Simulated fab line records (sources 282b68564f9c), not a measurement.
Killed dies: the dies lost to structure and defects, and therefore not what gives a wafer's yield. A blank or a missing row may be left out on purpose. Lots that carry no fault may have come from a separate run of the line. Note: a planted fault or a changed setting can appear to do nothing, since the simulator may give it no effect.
fab line records	flow ritCmos
record lots=6	wafers=18	lastDay=7
route steps=202 shown FOX2@24 NWELL@28 PWELL@39 WELLDRIVE@50 M1@202
lots that met no fault: taken from a fault-free run of the same line
startH: hours from the record's opening day to when the first of the lot's shown wafers began	waitH: time in hours since the lot's previous step	" as in the row above	L1.1+2: several wafers, shown together as one row	- no value, or no start given	* or withheld: withheld	< > ~ a bound
route shown NAME@n: names a module that has steps shown in the file, with the first one's number in the route	usual: the fault-free wafers' mean and standard deviation	same: alike in all rows	chamber/n: place in a boat	sites: the reading at each site	_std_site: the standard deviation of these	_edge_site: the outer-site mean with the inner-site mean subtracted	radiusMm: for every site, how far away it sits from the centre of the wafer	mask NAME#n: copy n	behind: the last tool/chamber to shape the wafer	hold: what put the lot on hold/how long, in hours/how the hold closed	device: names the non-switching transistor (n, p or np)	end of line: tests of these same wafers at the route's end	a step without rows: its recipe alone	killed: the dies lost at the first sort to structure and to defects; this is not the yield of the wafer	map: per-die view of a wafer (x killed, . not killed, _ where there is no die)
set.NAME: the setting that was run; set.NAME@STEP: the one run at that earlier step	model.NAME: the simulator's own value behind a step, which no gauge read
certain route steps with their lots: each step a table, each wafer a row
services: from which hour (startH, from the record's first day; less than 0 if before it) a tool's chamber was out of use, for how many hours, and why
## steps
# step RIT_FOX2_THK_MEAS_01
# recipe reads=SiO2_of_FOX2_OXIDATION_00
# usual FOX2_OXIDE_THK=344/6.7
lot.wafer	tool	chamber	startH	waitH	FOX2_OXIDE_THK[nm]
L146.1	filmMetro-03	-	34.02	0.0	337
L146.4	"	-	"	"	335
L146.5	"	-	"	"	343
L147.1	filmMetro-04	-	37.80	0.0	348
L147.4	"	-	"	"	348
L147.6	"	-	"	"	346
L155.2	filmMetro-04	-	76.93	0.0	353
L155.5	"	-	"	"	346
L155.6	"	-	"	"	355
L157.2	filmMetro-04	-	86.62	0.0	347
L157.3	"	-	"	"	349
L157.6	"	-	"	"	351
L162.1	filmMetro-04	-	112.21	0.0	339
L162.3	"	-	"	"	344
L162.4	"	-	"	"	345
L166.1	filmMetro-03	-	131.45	0.0	323
L166.3	"	-	"	"	332
L166.5	"	-	"	"	337
# step RIT_FOX2_CLEAN_02
# recipe chemistry=dHF	dilution=50:1	timeS=180
# step RIT_FOX2_WET_ETCH_03
# recipe chemistry=H3PO4	target=Si3N4	targetDepthNm=195	tempC=165	timeS=2700
# step RIT_FOX2_THK_MEAS_90
# recipe reads=SiO2_of_FOX2_OXIDATION_00
# usual FIELD_OXIDE_LEFT_1_THK=317/6.6
lot.wafer	tool	chamber	startH	waitH	FIELD_OXIDE_LEFT_1_THK[nm]
L146.1	filmMetro-03	-	34.96	0.0	310
L146.4	"	-	"	"	308
L146.5	"	-	"	"	316
L147.1	filmMetro-04	-	38.75	0.0	321
L147.4	"	-	"	"	320
L147.6	"	-	"	"	319
L155.2	filmMetro-02	-	77.81	0.0	327
L155.5	"	-	"	"	319
L155.6	"	-	"	"	327
L157.2	filmMetro-04	-	87.57	0.0	319
L157.3	"	-	"	"	321
L157.6	"	-	"	"	323
L162.1	filmMetro-02	-	113.08	0.0	313
L162.3	"	-	"	"	317
L162.4	"	-	"	"	318
L166.1	filmMetro-04	-	132.47	0.0	296
L166.3	"	-	"	"	305
L166.5	"	-	"	"	310
# step RIT_NWELL_HMDS_00
# recipe primeTimeS=60	primeTempC=140
# step RIT_NWELL_COAT_01
# recipe resist=NOVOLAK	spinRpm=2000	resistThkNm=1300
# step RIT_NWELL_SOFTBAKE_02
# recipe resist=NOVOLAK	tempC=90	timeS=60
# step RIT_NWELL_EXPOSE_03
# recipe maskId=M2	na=0.57	targetCdNm=43900	doseMj=250
# step RIT_NWELL_PEB_04
# recipe resist=NOVOLAK	tempC=withheld	timeS=withheld
# step RIT_NWELL_DEVELOP_05
# recipe resist=NOVOLAK	developTimeS=68	devTempC=23
# step RIT_NWELL_OVL_MEAS_06
# usual NWELL_OVL=1.1/1.1
lot.wafer	tool	chamber	startH	waitH	NWELL_OVL[nm]
L146.1	overlay-01	-	35.90	-	1.6
L146.4	"	-	"	"	1.1
L146.5	"	-	"	"	2.0
L147.1	overlay-02	-	39.81	-	2.1
L147.4	"	-	"	"	1.2
L147.6	"	-	"	"	1.1
L155.2	overlay-01	-	78.87	-	1.4
L155.5	"	-	"	"	1.1
L155.6	"	-	"	"	1.2
L157.2	overlay-02	-	88.51	-	1.0
L157.3	"	-	"	"	2.1
L157.6	"	-	"	"	2.7
L162.1	overlay-01	-	114.27	-	3.4
L162.3	"	-	"	"	1.4
L162.4	"	-	"	"	2.4
L166.1	overlay-02	-	133.41	-	3.4
L166.3	"	-	"	"	2.8
L166.5	"	-	"	"	2.1
# step RIT_NWELL_HARDBAKE_07
# recipe resist=NOVOLAK	tempC=140	timeS=120
# step RIT_NWELL_IMPLANT_08
# recipe species=P	energyKev=170	doseCm2=4.896e+13	tiltDeg=7
# usual beamEnergyKeV=170.01/0.055	doseIonsCm2=4.895e+13/5.5e+10	tiltDeg=6.998/0.02
lot.wafer	tool	chamber	startH	waitH	beamEnergyKeV	doseIonsCm2	tiltDeg	model.implant.rpNm	model.implant.drpNm
L146.1	implanter-01	0	36.19	0.2	169.97	4.892e+13	6.974	214.8	68.82
L146.4	"	0	"	"	170.00	4.893e+13	6.982	214.8	68.82
L146.5	"	0	"	"	169.98	4.891e+13	6.975	214.8	68.82
L147.1	implanter-04	0	40.10	0.2	169.98	4.899e+13	6.983	215.6	68.82
L147.4	"	0	"	"	170.03	4.897e+13	6.966	215.6	68.82
L147.6	"	0	"	"	169.97	4.893e+13	6.972	215.6	68.82
L155.2	implanter-04	0	79.23	0.2	119.04	4.895e+13	7.016	148.6	52.37
L155.5	"	0	"	"	119.05	4.896e+13	7.016	148.6	52.37
L155.6	"	0	"	"	119.04	4.898e+13	7.014	148.6	52.37
L157.2	implanter-04	0	88.81	0.2	119.00	4.894e+13	6.978	149.7	52.37
L157.3	"	0	"	"	119.04	4.906e+13	6.955	149.7	52.37
L157.6	"	0	"	"	119.06	4.893e+13	6.972	149.7	52.37
L162.1	implanter-02	0	114.55	0.2	170.06	4.891e+13	6.999	213.4	68.82
L162.3	"	0	"	"	170.00	4.901e+13	6.990	213.4	68.82
L162.4	"	0	"	"	170.09	4.893e+13	7.003	213.4	68.82
L166.1	implanter-02	0	133.70	0.2	170.04	4.902e+13	7.046	218.1	68.82
L166.3	"	0	"	"	170.08	4.889e+13	7.023	218.1	68.82
L166.5	"	0	"	"	170.03	4.908e+13	7.005	218.1	68.82
# step RIT_NWELL_STRIP_09
# recipe chemistry=O2	timeS=180	resist=NOVOLAK	platenTempC=withheld	powerW=500	pressureMtorr=4000	o2FlowSccm=4000
# usual drypumpMotorCurrentA=6.09/0.28
lot.wafer	tool	chamber	startH	waitH	drypumpMotorCurrentA	rfHoursCounterH
L146.1	plasmaAsher-02	1	36.34	0.1	6.33	39
L146.4	"	0	"	"	6.26	-
L146.5	"	0	"	"	6.32	-
L147.1	plasmaAsher-03	0	40.25	0.1	5.91	37
L147.4	"	1	"	"	6.15	-
L147.6	"	0	"	"	5.92	-
L155.2	plasmaAsher-02	1	79.36	0.1	6.30	44
L155.5	"	0	"	"	6.23	-
L155.6	"	1	"	"	6.28	-
L157.2	plasmaAsher-03	1	88.94	0.1	6.14	44
L157.3	"	0	"	"	5.91	-
L157.6	"	1	"	"	6.13	-
L162.1	plasmaAsher-03	1	114.73	0.1	6.12	47
L162.3	"	1	"	"	6.12	-
L162.4	"	0	"	"	5.90	-
L166.1	plasmaAsher-02	0	133.85	0.1	6.28	3
L166.3	"	1	"	"	6.28	-
L166.5	"	1	"	"	6.32	-
# step RIT_NWELL_TW_MEAS_10
# usual NWELL_TW=2140/19
lot.wafer	tool	chamber	startH	waitH	NWELL_TW
L146.1	filmMetro-03	-	36.51	0.1	2127
L146.4	"	-	"	"	2131
L146.5	"	-	"	"	2127
L147.1	filmMetro-01	-	40.42	0.1	2119
L147.4	"	-	"	"	2118
L147.6	"	-	"	"	2111
L155.2	filmMetro-01	-	79.54	0.1	1977
L155.5	"	-	"	"	1978
L155.6	"	-	"	"	1979
L157.2	filmMetro-03	-	89.12	0.1	1960
L157.3	"	-	"	"	1967
L157.6	"	-	"	"	1981
L162.1	filmMetro-04	-	114.90	0.1	2164
L162.3	"	-	"	"	2174
L162.4	"	-	"	"	2166
L166.1	filmMetro-01	-	134.02	0.1	2140
L166.3	"	-	"	"	2137
L166.5	"	-	"	"	2134
# step RIT_PWELL_HMDS_00
# recipe primeTimeS=60	primeTempC=140
# step RIT_PWELL_COAT_01
# recipe resist=NOVOLAK	spinRpm=2000	resistThkNm=1300
# step RIT_PWELL_SOFTBAKE_02
# recipe resist=NOVOLAK	tempC=90	timeS=60
# step RIT_PWELL_EXPOSE_03
# recipe maskId=M3	na=0.57	targetCdNm=43700	doseMj=250
# step RIT_PWELL_PEB_04
# recipe resist=NOVOLAK	tempC=withheld	timeS=withheld
# step RIT_PWELL_DEVELOP_05
# recipe resist=NOVOLAK	developTimeS=71.04	devTempC=23
# step RIT_PWELL_OVL_MEAS_06
# usual PWELL_OVL=0.6/1.2
lot.wafer	tool	chamber	startH	waitH	PWELL_OVL[nm]
L146.1	overlay-01	-	37.58	-	0.3
L146.4	"	-	"	"	-0.1
L146.5	"	-	"	"	-0.5
L147.1	overlay-01	-	41.78	-	0.7
L147.4	"	-	"	"	1.4
L147.6	"	-	"	"	0.0
L155.2	overlay-01	-	80.70	-	0.1
L155.5	"	-	"	"	-1.5
L155.6	"	-	"	"	-0.8
L157.2	overlay-01	-	90.06	-	1.4
L157.3	"	-	"	"	0.9
L157.6	"	-	"	"	0.6
L162.1	overlay-01	-	115.84	-	0.1
L162.3	"	-	"	"	-0.3
L162.4	"	-	"	"	-0.1
L166.1	overlay-02	-	134.96	-	2.1
L166.3	"	-	"	"	2.1
L166.5	"	-	"	"	0.7
# step RIT_PWELL_HARDBAKE_07
# recipe resist=NOVOLAK	tempC=140	timeS=120
# step RIT_PWELL_IMPLANT_08
# recipe species=B	energyKev=170	doseCm2=7e+13	tiltDeg=7
# step RIT_PWELL_STRIP_09
# recipe chemistry=O2	timeS=180	resist=NOVOLAK	platenTempC=withheld	powerW=500	pressureMtorr=4000	o2FlowSccm=4000
# usual drypumpMotorCurrentA=6.14/0.19
lot.wafer	tool	chamber	startH	waitH	drypumpMotorCurrentA	rfHoursCounterH
L146.1	plasmaAsher-03	1	38.01	0.1	6.13	37
L146.4	"	0	"	"	5.92	-
L146.5	"	1	"	"	6.12	-
L147.1	plasmaAsher-02	1	42.22	0.1	6.35	40
L147.4	"	1	"	"	6.35	-
L147.6	"	0	"	"	6.26	-
L155.2	plasmaAsher-02	0	81.13	0.1	6.26	45
L155.5	"	0	"	"	6.27	-
L155.6	"	1	"	"	6.31	-
L157.2	plasmaAsher-02	1	90.49	0.1	6.31	46
L157.3	"	0	"	"	6.28	-
L157.6	"	1	"	"	6.30	-
L162.1	plasmaAsher-03	0	116.28	0.1	5.88	47
L162.3	"	0	"	"	5.87	-
L162.4	"	1	"	"	6.19	-
L166.1	plasmaAsher-02	1	135.40	0.1	6.27	3
L166.3	"	1	"	"	6.33	-
L166.5	"	0	"	"	6.24	-
# step RIT_PWELL_TW_MEAS_10
# usual PWELL_TW=957/9
lot.wafer	tool	chamber	startH	waitH	PWELL_TW
L146.1	filmMetro-01	-	38.19	0.1	946
L146.4	"	-	"	"	945
L146.5	"	-	"	"	944
L147.1	filmMetro-04	-	42.39	0.1	967
L147.4	"	-	"	"	971
L147.6	"	-	"	"	967
L155.2	filmMetro-01	-	81.31	0.1	953
L155.5	"	-	"	"	955
L155.6	"	-	"	"	952
L157.2	filmMetro-03	-	90.67	0.1	945
L157.3	"	-	"	"	941
L157.6	"	-	"	"	946
L162.1	filmMetro-01	-	116.45	0.1	948
L162.3	"	-	"	"	947
L162.4	"	-	"	"	952
L166.1	filmMetro-01	-	135.57	0.1	955
L166.3	"	-	"	"	954
L166.5	"	-	"	"	954
# step RIT_WELLDRIVE_ANNEAL_00
# recipe tempC=1100	timeS=14700	ambient=N2
# step RIT_WELLDRIVE_RS_MEAS_01
# recipe thkMeasGauge=four-point-probe
# usual NWELL_RS=279.3/1.2
lot.wafer	tool	chamber	startH	waitH	NWELL_RS[ohm/sq]
L146.1	filmMetro-03	-	44.59	0.0	279.5
L146.4	"	-	"	"	278.8
L146.5	"	-	"	"	279.0
L147.1	filmMetro-04	-	47.53	0.0	280.2
L147.4	"	-	"	"	279.5
L147.6	"	-	"	"	279.6
L155.2	filmMetro-01	-	87.10	0.0	284.1
L155.5	"	-	"	"	284.4
L155.6	"	-	"	"	283.8
L157.2	filmMetro-04	-	95.82	0.0	282.5
L157.3	"	-	"	"	282.7
L157.6	"	-	"	"	283.7
L162.1	filmMetro-03	-	124.23	0.0	277.5
L162.3	"	-	"	"	277.1
L162.4	"	-	"	"	277.4
L166.1	filmMetro-04	-	141.19	0.0	279.2
L166.3	"	-	"	"	278.0
L166.5	"	-	"	"	279.1
# step RIT_WELLDRIVE_RS_MEAS_02
# recipe thkMeasGauge=four-point-probe
# usual PWELL_RS=429.6/1.4
lot.wafer	tool	chamber	startH	waitH	PWELL_RS[ohm/sq]
L146.1	filmMetro-03	-	44.71	0.1	427.9
L146.4	"	-	"	"	429.0
L146.5	"	-	"	"	428.9
L147.1	filmMetro-04	-	47.65	0.1	430.0
L147.4	"	-	"	"	429.9
L147.6	"	-	"	"	429.5
L155.2	filmMetro-01	-	87.22	0.1	431.5
L155.5	"	-	"	"	431.4
L155.6	"	-	"	"	432.8
L157.2	filmMetro-04	-	95.94	0.1	432.1
L157.3	"	-	"	"	432.1
L157.6	"	-	"	"	432.1
L162.1	filmMetro-03	-	124.35	0.1	428.2
L162.3	"	-	"	"	427.0
L162.4	"	-	"	"	427.4
L166.1	filmMetro-04	-	141.31	0.1	430.1
L166.3	"	-	"	"	429.9
L166.5	"	-	"	"	431.6
# step RIT_M1_PROBE_99
# usual killedAtContacts=0.1/0.25	killedAtFrontEnd=6.8/2.9	killedDies=6.9/2.9	killedOpen=3.3/1.9	killedShort=3.6/1.9
# same grossDies=264	killed_at_M0_to_M3=0	killed_at_M4_up=0	killedAtBackSide=0	killedAtOther=0
lot.wafer	tool	chamber	startH	waitH	killedAtContacts	killedAtFrontEnd	killedDies	killedOpen	killedShort	model.etest.nwellPinched.rsOhmSq	model.etest.wellEdgeRight.lineOhmUm	model.etest.wellEdgeLeft.lineOhmUm	model.etest.fieldPMetal.vtV	model.etest.fieldP.vtV	model.etest.isoNwellNwell.bvV	model.etest.isoPplusPwell.lateralLog10AUm	model.etest.vpnp.gain
L146.1	prober-02	-	74.32	0.1	0	9	9	6	3	342.4	184.9	185.3	-29.75	-12.62	21.87	-9.327	1.089
L146.4	prober-02	-	74.47	0.2	0	7	7	3	4	339.8	183.2	188.2	-30.38	-12.63	21.89	-9.258	1.104
L146.5	prober-02	-	74.52	0.2	0	6	6	3	3	341.5	186.5	187	-29.8	-12.53	21.9	-9.192	1.094
L147.1	prober-01	-	82.34	0.1	1	9	10	7	3	337.3	186.6	185.9	-29.45	-12.56	22.4	-9.248	1.03
L147.4	prober-01	-	82.49	0.2	0	8	8	5	3	340	185	185.9	-29.46	-12.58	22.13	-9.243	1.028
L147.6	prober-01	-	82.59	0.2	0	7	7	4	3	343.9	182.8	185.8	-29.43	-12.59	22.3	-9.224	1.04
L155.2	prober-01	-	119.39	0.1	0	3	3	1	2	357.4	193	195.8	-24.76	-10.81	23.38	-9.145	1.117
L155.5	prober-01	-	119.54	0.2	0	4	4	1	3	358.5	195.6	195.5	-24.69	-10.53	23.43	-9.192	1.128
L155.6	prober-01	-	119.59	0.2	0	4	4	2	2	353.3	195.6	192.3	-25.36	-10.86	22.98	-9.214	1.099
L157.2	prober-02	-	128.63	0.1	0	2	2	1	1	354.1	193.8	191.4	-24.74	-10.61	23.15	-9.183	1.102
L157.3	prober-02	-	128.68	0.2	0	11	11	4	7	353.9	194.3	191.9	-24.86	-10.65	23.08	-9.199	1.118
L157.6	prober-02	-	128.83	0.2	1	3	4	4	0	359.7	192.8	195	-25	-10.64	23.59	-9.22	1.09
L162.1	prober-01	-	157.66	0.1	1	7	8	5	3	337.7	183.1	183.2	-29.59	-12.54	22.02	-9.258	1.057
L162.3	prober-01	-	157.76	0.2	0	9	9	2	7	339.4	185.3	185.7	-29.39	-12.53	22.03	-9.294	1.062
L162.4	prober-01	-	157.81	0.2	0	7	7	4	3	339.3	182.4	184.6	-29.56	-12.48	22.01	-9.212	1.061
L166.1	prober-01	-	172.56	0.1	0	4	4	2	2	334.4	184.6	186.2	-33.43	-13.06	22	-9.368	1.038
L166.3	prober-01	-	172.66	0.2	0	4	4	2	2	342.1	182.6	186.8	-31.58	-12.95	21.42	-9.262	1.088
L166.5	prober-01	-	172.76	0.2	0	15	15	8	7	336.6	184.8	183.1	-31.65	-12.87	21.83	-9.291	1.056
# killed by level:class
L146.1 FOX2:geometricParticle:open=3 GATE:geometricParticle:short=2 REOX:geometricParticle:open=2 GATE:geometricParticle:open=1 SPACER:geometricParticle:short=1
L146.4 GATE:geometricParticle:open=3 GATE:geometricParticle:short=2 REOX:geometricParticle:short=2
L146.5 GATE:geometricParticle:short=3 GATE:geometricParticle:open=2 FOX2:geometricParticle:open=1
L147.1 GATE:geometricParticle:open=4 GATE:geometricParticle:short=2 FOX2:geometricParticle:open=1 REOX:geometricParticle:short=1 SILICIDE:geometricParticle:open=1 CONTACT:geometricParticle:open=1
L147.4 GATE:geometricParticle:open=3 GATE:geometricParticle:short=2 SPACER:geometricParticle:open=2 FOX2:geometricParticle:short=1
L147.6 REOX:geometricParticle:open=3 GATE:geometricParticle:open=1 GATE:geometricParticle:short=1 SPACER:geometricParticle:short=1 SILICIDE:geometricParticle:short=1
L155.2 FOX2:geometricParticle:short=1 GATE:geometricParticle:short=1 SPACER:geometricParticle:open=1
L155.5 GATE:geometricParticle:short=2 FOX1:geometricParticle:open=1 REOX:geometricParticle:short=1
L155.6 GATE:geometricParticle:open=1 GATE:geometricParticle:short=1 SPACER:geometricParticle:short=1 SILICIDE:geometricParticle:open=1
L157.2 FOX1:geometricParticle:short=1 SILICIDE:geometricParticle:open=1
L157.3 GATE:geometricParticle:short=4 FOX1:geometricParticle:short=2 FOX1:geometricParticle:open=2 GATE:geometricParticle:open=1 REOX:geometricParticle:short=1 REOX:geometricParticle:open=1
L157.6 FOX1:geometricParticle:open=1 GATE:geometricParticle:open=1 SPACER:geometricParticle:open=1 CONTACT:geometricParticle:open=1
L162.1 GATE:geometricParticle:short=3 FOX1:geometricParticle:open=2 GATE:geometricParticle:open=2 CONTACT:geometricParticle:open=1
L162.3 GATE:geometricParticle:short=4 FOX1:geometricParticle:short=1 GATE:geometricParticle:open=1 SPACER:geometricParticle:short=1 SPACER:geometricParticle:open=1 SILICIDE:geometricParticle:short=1
L162.4 REOX:geometricParticle:short=2 FOX2:geometricParticle:open=1 GATE:geometricParticle:open=1 REOX:geometricParticle:open=1 SPACER:geometricParticle:short=1 SILICIDE:geometricParticle:open=1
L166.1 GATE:geometricParticle:open=1 REOX:geometricParticle:short=1 SPACER:geometricParticle:short=1 SPACER:geometricParticle:open=1
L166.3 FOX2:geometricParticle:open=1 SPACER:geometricParticle:short=1 SPACER:geometricParticle:open=1 SILICIDE:geometricParticle:short=1
L166.5 FOX2:geometricParticle:open=3 GATE:geometricParticle:open=3 FOX2:geometricParticle:short=2 GATE:geometricParticle:short=2 SILICIDE:geometricParticle:open=2 SILICIDE:geometricParticle:short=2 REOX:geometricParticle:short=1
## services
tool	chamber	startH	hours	kind
implanter-01	-	24.77	3.8	repair
implanter-04	-	44.14	15.7	pm
implanter-02	-	77.75	1.7	repair
implanter-04	-	100.37	19.7	pm
plasmaAsher-02	-	108.75	9.0	pm
plasmaAsher-02	0	108.75	9.0	ventCycle
plasmaAsher-02	1	108.75	9.0	ventCycle
plasmaAsher-02	0	117.75	-	clean
plasmaAsher-02	1	117.75	-	clean
implanter-01	-	118.44	0.8	repair
plasmaAsher-03	-	128.34	14.6	pm
## key
firstSign step=RIT_NWELL_IMPLANT_08	reading=beamEnergyKeV	direction=down	sigmas=99+	usual=170.01	struck=119.04
effect step=RIT_NWELL_TW_MEAS_10	reading=NWELL_TW	direction=down	sigmas=8.9	usual=2140	struck=1974
effect step=RIT_WELLDRIVE_RS_MEAS_01	reading=NWELL_RS	direction=up	sigmas=3.5	usual=279.3	struck=283.5
modelEffect step=RIT_NWELL_IMPLANT_08	value=implant.rpNm	without=216.1	struck=149.2
modelEffect step=RIT_M1_PROBE_99	value=etest.nwellPinched.rsOhmSq	without=339.8	struck=356.1
metAt RIT_NWELL_IMPLANT_08
struckWafers L155.2,L155.5,L155.6,L157.2,L157.3,L157.6
testerLeftOut L155,L157
onsetBetween 40.10 79.23
fault kind=processParameterDrift	tool=implanter-04	chamber=-	onsetH=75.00	steps=RIT_NWELL_IMPLANT_08	channel=energyKev	offset=-51	shape=step	endH=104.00	actsIn=theseRecipesOnly	stated=170
# testerLeftOut: of these lots the tester's yield and bins aren't shown, on N5 and GAA mostly nor the transistor test; their killed dies are dies lost to structure and defects alone, not to doping, threshold or leakage, so they don't give the yield
